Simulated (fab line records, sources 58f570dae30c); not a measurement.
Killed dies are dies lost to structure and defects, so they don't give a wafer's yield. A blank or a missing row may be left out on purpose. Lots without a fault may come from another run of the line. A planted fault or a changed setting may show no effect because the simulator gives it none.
Problem report in the 8D (eight disciplines) form, filled by code | flow berkeley_cmos170 | the parts of the form that need people (team, actions taken, sign-off) are left out

1. THE PROBLEM
SILICIDE_TI_RS at UCB170_SILICIDE_RS_MEAS_02 reads a mean of 18.79 ohm/sq on 2 wafers of 2 lots; wafers without a fault read 26.14 ohm/sq with a standard deviation of 0.28. That is -26 standard deviations from the usual mean.
The step: measures by four-point-probe.
First seen on wafer L362.2, day 9 21:16, on film_metro-03. The record holds 42 wafers of 14 lots with a number at this step. Rule for "out", or "out of limits": more than 4 standard deviations from the usual mean. The other wafers with a number count as sound.

2. WHAT IT IS AND WHAT IT IS NOT
question                    | is                           | is not
which readings at this step | SILICIDE_TI_RS               | -
which lots                  | L362, L364                   | L349, L351, L352, L354, L356, L359, L360, L361, L366, L367, L369, L370
which wafers of those lots  | L362.2, L364.5               | L362.4, L362.5, L364.2, L364.6
read on which gauges        | film_metro-02, film_metro-03 | film_metro-01
when                        | from day 9 21:16             | up to then (26 sound wafers); but 14 sound wafers of L364, L366, L367, L369, L370 came after

3. SUSPECTS, AND WHAT RULES EACH OUT
Counting: a tool at a process step up to the reading stays a suspect if it ran every lot that is out. Sound lots after the first of them don't rule it out here, since some wafers of a struck lot are sound.
- the gauge at UCB170_SILICIDE_RS_MEAS_02: ruled out. The wafers that are out were read on 2 gauges (film_metro-02, film_metro-03).
- pvd_sputter-03 at UCB170_SILICIDE_SPUTTER_01 (material Ti, target thk 30 nm, time 25 s): kept. It ran every lot that is out, first L362 (day 9 21:13); its last sound lot up to then is L356 (day 8 18:17).
Left after counting: pvd_sputter-03 at UCB170_SILICIDE_SPUTTER_01.

4. THE CAUSE (what the simulator had put in)
Process parameter drift: pvd_sputter-03, from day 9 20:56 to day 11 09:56, at UCB170_SILICIDE_SPUTTER_01. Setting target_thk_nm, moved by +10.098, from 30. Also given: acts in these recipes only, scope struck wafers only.
Counting left only this tool.

5. THE CHAIN OF EFFECTS, in route order
Each row: a reading whose mean over the struck wafers that have a number lies more than 3 standard deviations from the usual. Only readings for which the record gives a usual standard deviation are gone through. hours: the time from each lot's start at the first step in this table that gives one to its start at this step, as a median over the lots. sigmas: the change in usual standard deviations.
hours | step                        | reading         | usual        | on struck wafers | change | sigmas
0     | UCB170_SILICIDE_RS_MEAS_02  | SILICIDE_TI_RS  | 26.14 ohm/sq | 18.79            | -7.36  | -26
0     | UCB170_SILICIDE_THK_MEAS_03 | SILICIDE_TI_THK | 30.5 nm      | 40.8             | +10.2  | +25

6. WHAT WOULD HAVE CAUGHT IT SOONER
In this record the first reading out of limits at a measuring or inspecting step was taken at day 9 21:16, 0 hours after the fault began at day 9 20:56.
Of the tool readings at UCB170_SILICIDE_SPUTTER_01 for which the record gives a usual standard deviation, none was out on any struck wafer, so an alarm limit of 4 standard deviations on them would not have fired.
Of the lots that are out (2), L364 began UCB170_SILICIDE_SPUTTER_01 on pvd_sputter-03 after day 9 21:16. A hold on the tool at that time would have spared it.
